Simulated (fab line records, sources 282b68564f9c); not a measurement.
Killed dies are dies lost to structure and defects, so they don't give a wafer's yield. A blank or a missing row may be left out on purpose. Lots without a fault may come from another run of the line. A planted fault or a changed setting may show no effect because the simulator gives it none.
Split-lot experiment | flow rit_cmos | 5 lots, 23 wafers read, on a route of 202 steps

THE SPLIT
At RIT_M1_EXPOSE_06 (exposes mask M12, target cd 2600 nm), the setting dose_mj was moved away from the recipe's 250 on 10 of the 23 wafers read, by -6.6% to +5.3%. The other wafers ran this setting at the recipe's value.

FROM THE SPLIT TO THE READING: what the file shows between them, 2 steps
- RIT_M1_PEB_07
- RIT_M1_DEVELOP_08: develop time 68 s

THE READING
cd_nm, in nm, at RIT_M1_CD_MEAS_09 (target cd 2600 nm). Fault-free wafers of this fab line usually give 2599.9 nm, standard deviation 2 nm.

wafer  | tool, chamber at the split | dose_mj as run | against the recipe | cd_nm, nm | against lot-mates on the recipe
L079.1 | iline_stepper-02, 0        | 263.2          | +5.3%              | 2585.0    | -15.8
L079.2 | iline_stepper-02, 0        | 250            | recipe             | 2601.3    | -
L079.3 | iline_stepper-02, 0        | 250            | recipe             | 2599.4    | -
L079.4 | iline_stepper-02, 0        | 250            | recipe             | 2601.7    | -
L079.6 | iline_stepper-02, 0        | 263.2          | +5.3%              | 2585.8    | -15.0
L080.1 | iline_stepper-02, 0        | 233.6          | -6.6%              | 2620.8    | +18.5
L080.3 | iline_stepper-02, 0        | 250            | recipe             | 2602.5    | -
L080.4 | iline_stepper-02, 0        | 233.6          | -6.6%              | 2619.3    | +17.0
L080.5 | iline_stepper-02, 0        | 233.6          | -6.6%              | 2622.2    | +19.8
L080.6 | iline_stepper-02, 0        | 250            | recipe             | 2602.2    | -
L081.1 | iline_stepper-02, 0        | 250            | recipe             | 2598.7    | -
L081.2 | iline_stepper-02, 0        | 261.8          | +4.7%              | 2583.4    | -14.5
L081.3 | iline_stepper-02, 0        | 250            | recipe             | 2599.0    | -
L081.5 | iline_stepper-02, 0        | 250            | recipe             | 2595.9    | -
L081.6 | iline_stepper-02, 0        | 261.8          | +4.7%              | 2584.9    | -13.0
L083.1 | iline_stepper-02, 0        | 250            | recipe             | 2599.1    | -
L083.2 | iline_stepper-02, 0        | 250            | recipe             | 2598.7    | -
L083.3 | iline_stepper-02, 0        | 250            | recipe             | 2601.2    | -
L084.1 | iline_stepper-01, 0        | 262.8          | +5.1%              | 2583.7    | -17.2
L084.2 | iline_stepper-01, 0        | 262.8          | +5.1%              | 2587.2    | -13.7
L084.3 | iline_stepper-01, 0        | 250            | recipe             | 2601.1    | -
L084.5 | iline_stepper-01, 0        | 250            | recipe             | 2600.6    | -
L084.6 | iline_stepper-01, 0        | 262.8          | +5.1%              | 2583.6    | -17.2

THE FIT
A straight line over all 23 wafers: cd_nm changes by -3.08 nm for each +1% of dose_mj; r = -0.99; the points scatter about the line by 1.8 nm.
The same after taking each lot's own level away (the mean of its wafers on the recipe; 23 wafers): -2.91 nm for each +1%; r = -0.99; scatter 1.2 nm.
On that fit, the largest move of dose_mj shifts the reading by 19 nm.
The lots' own levels span 2597.87 to 2602.35 nm, that is 2.2 times the standard deviation above.
So the lot-to-lot level changes the slope little: the two slopes agree.
Check: with one of the wafers moved furthest among these (-6.6%) left out of the fit, the line predicts +19 nm for it against its lot-mates. It came out at +18.5 nm against them.

OTHER SPLITS ON THESE WAFERS
These wafers also went through other splits before the reading. Each is held against what the fit with the lots' levels taken away leaves over:
other split on the same wafers        | wafers away from the commonest value | r with cd_nm (lot level and that fit taken away)
RIT_SDANNEAL_RTA_03 time_s            | 9                                    | -0.01
RIT_SILICIDE_SPUTTER_01 power_w       | 7                                    | +0.17
RIT_CONTACT_DEVELOP_07 develop_time_s | 5                                    | +0.09
RIT_M1_SPUTTER_00 time_s              | 10                                   | +0.45

THE FILE'S OWN FIT
cd_nm changes by -2.92 nm for each +1% of dose_mj, r = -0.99.
